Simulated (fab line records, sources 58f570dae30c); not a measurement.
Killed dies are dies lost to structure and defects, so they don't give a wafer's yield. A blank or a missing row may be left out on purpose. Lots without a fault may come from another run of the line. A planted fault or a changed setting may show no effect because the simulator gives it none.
Chamber matching | flow berkeley_cmos170 | UCB170_V1_CMP_02 on cmp-01: 4 sister chambers
The step polishes SiO2. 8 wafers are shown with their chamber, then 8 later ones without.

WAFERS WITH THEIR CHAMBER
wafer  | chamber | motor_current_A (A) | retaining_ring_pressure_frac
L741.1 | 1       | 17.3                | 1.003
L744.1 | 3       | 15.8                | 0.998
L744.2 | 2       | 17.2                | 0.997
L744.4 | 1       | 17.7                | 1.004
L745.1 | 0       | 15.4                | 1.014
L745.5 | 0       | 14.8                | 1.010
L745.6 | 3       | 17.2                | 0.992
L742.1 | 2       | 17.2                | 0.994

WAFERS WITHOUT THEIR CHAMBER
wafer  | motor_current_A (A) | retaining_ring_pressure_frac
L742.2 | 15.4                | 0.999
L742.5 | 17.3                | 0.995
L751.2 | 17.6                | 1.002
L751.3 | 17.7                | 0.995
L751.5 | 14.4                | 0.997
L750.3 | 16.3                | 1.002
L750.4 | 17.8                | 0.992
L750.6 | 14.1                | 1.010

WHICH CHAMBER EACH WENT THROUGH
wafer  | from the rows above               | in truth
L742.2 | can't be placed: 3 or 2 or 1      | 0
L742.5 | can't be placed: 2 or 3           | 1
L751.2 | can't be placed: 1 or 2           | 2
L751.3 | can't be placed: 2 or 3           | 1
L751.5 | can't be placed: 3 or 2 or 0      | 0
L750.3 | can't be placed: 1 or 3 or 2 or 0 | 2
L750.4 | can't be placed: 2 or 3           | 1
L750.6 | 0                                 | 0
Placed correctly: 1 of 8. Can't be placed from these rows: 7 (the true chamber is among the candidates in 3). Placed wrongly: 0.
How it was worked out, from the rows above alone: a wafer's distance from a chamber is the root of the sum, over the readings, of the square of ((its reading less the chamber's mean) divided by the reading's scatter). The wafer belongs to the nearest chamber; if the next one is less than 2 further off, it can't be placed. A chamber's mean is the mean of its shown wafers. The scatter: the root of (the sum of the squares of (reading less its chamber's mean) over the shown wafers, divided by (wafers less chambers)).
